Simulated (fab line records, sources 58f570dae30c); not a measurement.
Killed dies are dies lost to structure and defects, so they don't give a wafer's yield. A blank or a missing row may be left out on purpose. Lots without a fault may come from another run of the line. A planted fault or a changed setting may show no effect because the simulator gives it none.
Which tool did it? | flow berkeley_cmos170 | 13 lots, 39 wafers sampled, at 5 steps of a route of 331

WHAT THE GAUGES READ, wafer by wafer
UCB170_FIELD_THK_MEAS_02.
lot  | measured    | on            | FIELD_OXIDE_THK (nm)
L186 | day 4 22:32 | film_metro-03 | 556 563 573
L187 | day 5 05:58 | film_metro-01 | 559 556 552
L189 | day 5 05:58 | film_metro-02 | 554 563 555
L188 | day 5 05:59 | film_metro-03 | 546 559 555
L191 | day 5 19:28 | film_metro-02 | 548 548 556
L190 | day 5 19:33 | film_metro-03 | 550 554 558
L194 | day 6 11:40 | film_metro-01 | 545 543 543
L202 | day 7 22:00 | film_metro-03 | 566 569 564
L205 | day 8 06:33 | film_metro-02 | 555 553 560
L204 | day 8 06:34 | film_metro-01 | 567 554 563
L208 | day 9 00:50 | film_metro-03 | 579 580 586
L207 | day 9 00:50 | film_metro-01 | 570 573 562
L209 | day 9 16:30 | film_metro-03 | 555 558 556

UCB170_FIELD_THK_MEAS_91.
lot  | measured     | on            | FIELD_OXIDE_LEFT_2_THK (nm)
L186 | day 6 01:35  | film_metro-03 | 349 357 366
L187 | day 6 04:29  | film_metro-03 | 357 353 350
L189 | day 6 04:34  | film_metro-01 | 350 358 350
L188 | day 6 04:47  | film_metro-01 | 341 354 350
L191 | day 6 21:48  | film_metro-01 | 344 342 350
L190 | day 6 22:03  | film_metro-01 | 345 348 353
L194 | day 7 14:19  | film_metro-03 | 338 337 337
L202 | day 8 18:01  | film_metro-01 | 360 363 359
L205 | day 9 04:28  | film_metro-02 | 349 348 355
L204 | day 9 04:53  | film_metro-03 | 362 350 359
L208 | day 10 04:37 | film_metro-02 | 373 375 382
L207 | day 10 03:52 | film_metro-03 | 365 368 357
L209 | day 10 20:55 | film_metro-03 | 350 352 350

UCB170_GATE_CD_MEAS_12: target cd 350 nm.
lot  | measured     | on        | cd_nm (nm)
L186 | day 6 13:02  | cd_sem-01 | 349.5 349.8 350.6
L187 | day 6 13:23  | cd_sem-02 | 349.5 347.6 349.4
L189 | day 6 12:47  | cd_sem-02 | 350.1 349.4 349.9
L188 | day 6 13:11  | cd_sem-01 | 350.9 352.1 351.9
L191 | day 7 10:34  | cd_sem-01 | 350.4 349.2 349.8
L190 | day 7 10:58  | cd_sem-01 | 350.8 350.1 349.2
L194 | day 8 04:14  | cd_sem-01 | 348.6 349.2 349.6
L202 | day 9 04:52  | cd_sem-02 | 349.0 349.5 348.4
L205 | day 9 14:13  | cd_sem-01 | 349.7 350.8 350.3
L204 | day 9 14:29  | cd_sem-02 | 350.9 351.6 350.8
L208 | day 10 17:35 | cd_sem-02 | 350.0 349.0 349.7
L207 | day 10 17:20 | cd_sem-01 | 352.4 352.8 350.2
L209 | day 11 07:58 | cd_sem-01 | 350.2 350.2 351.7

UCB170_GATE_CD_MEAS_90: target cd 350 nm.
lot  | measured     | on        | cd_nm (nm)
L186 | day 6 13:23  | cd_sem-01 | 350.6 350.4 350.3
L187 | day 6 13:43  | cd_sem-02 | 350.1 348.5 349.7
L189 | day 6 13:07  | cd_sem-02 | 350.3 350.6 350.8
L188 | day 6 13:32  | cd_sem-01 | 350.1 351.7 353.0
L191 | day 7 10:55  | cd_sem-02 | 350.4 350.3 350.1
L190 | day 7 11:19  | cd_sem-02 | 346.0 347.2 345.1
L194 | day 8 04:35  | cd_sem-01 | 343.6 344.5 346.4
L202 | day 9 05:20  | cd_sem-02 | 348.8 349.3 348.3
L205 | day 9 14:33  | cd_sem-01 | 350.4 350.0 351.0
L204 | day 9 14:50  | cd_sem-01 | 351.7 350.8 351.6
L208 | day 10 17:56 | cd_sem-02 | 349.5 349.2 348.6
L207 | day 10 17:41 | cd_sem-01 | 352.6 352.2 350.1
L209 | day 11 08:18 | cd_sem-01 | 350.0 349.9 353.0

WHICH TOOL RAN EACH LOT (tool, then ch and the chambers of the sampled wafers, then the start)
lot  | UCB170_GATE_ETCH_14
L186 | rie_diel-02 ch 0,1, day 6 13:11
L187 | rie_diel-01 ch 0,1,3, day 6 13:31
L189 | rie_diel-01 ch 0,1, day 6 12:55
L188 | rie_diel-04 ch 1,3, day 6 13:19
L191 | rie_diel-01 ch 0,2,3, day 7 10:43
L190 | rie_diel-01 ch 0,1,2, day 7 11:05
L194 | rie_diel-01 ch 0,2,3, day 8 04:23
L202 | rie_diel-04 ch 0,1,3, day 9 05:01
L205 | rie_diel-02 ch 1,3, day 9 14:22
L204 | rie_diel-04 ch 1,2, day 9 14:37
L208 | rie_diel-02 ch 0,1,2, day 10 17:45
L207 | rie_diel-01 ch 0,1,3, day 10 17:29
L209 | rie_diel-02 ch 0,1,3, day 11 08:05
- UCB170_GATE_ETCH_14: etches BARC in N2/H2.

WHAT THE TOOLS THEMSELVES READ (means of the sampled wafers that have a number; where no wafer has one, the mark that the record gives instead)
UCB170_GATE_ETCH_14.
lot  | tool        | drypump_motor_current_A (A) | oes_product_au (a.u.) | throttle_valve_pct (%)
L186 | rie_diel-02 | 5.7                         | 1.023                 | 13.27
L187 | rie_diel-01 | 5.5                         | 0.972                 | 13.29
L189 | rie_diel-01 | 5.2                         | 0.985                 | 13.38
L188 | rie_diel-04 | 5.5                         | 1.037                 | 13.12
L191 | rie_diel-01 | 5.3                         | 0.988                 | 13.30
L190 | rie_diel-01 | 5.4                         | 1.286                 | 13.41
L194 | rie_diel-01 | 5.3                         | 1.281                 | 13.32
L202 | rie_diel-04 | 5.7                         | 1.014                 | 13.24
L205 | rie_diel-02 | 5.5                         | 0.974                 | 13.35
L204 | rie_diel-04 | 5.7                         | 0.991                 | 13.15
L208 | rie_diel-02 | 6.0                         | 0.997                 | 13.32
L207 | rie_diel-01 | 5.4                         | 0.969                 | 13.29
L209 | rie_diel-02 | 5.7                         | 0.980                 | 13.32

THE ANSWER, worked out from the rows above alone
Rule: what is usual is taken from the lots themselves. Put in order of their means at a reading, lots are off if they are a third of the lots or fewer, leave a main group of 4 or more, and stand apart from it by a gap of 3 or more times the standard deviation of the main group's means; of several such gaps the widest counts. A main group whose means are all the same, to the digits that the tables above print for the reading, isn't used. A lot without any number at a reading at which 4 lots or more have one is off too. The other lots that the step has rows for count as sound. The gauges are gone through in route order, then the tools' own readings, and for those a lot's mean is taken as printed above. The first step at which some lot is off is used, and at that step the reading that is off furthest; a lot without a number counts as furthest.
Off: L190, L194, at UCB170_GATE_ETCH_14 (oes_product_au). The main group: mean 0.994 a.u., standard deviation 0.021.
A tool fits if, at that step or a process step before it, it ran every lot that is off, and no sound lot after the first of them. None of those tried fits.

WHAT THE SIMULATOR HAD PUT IN
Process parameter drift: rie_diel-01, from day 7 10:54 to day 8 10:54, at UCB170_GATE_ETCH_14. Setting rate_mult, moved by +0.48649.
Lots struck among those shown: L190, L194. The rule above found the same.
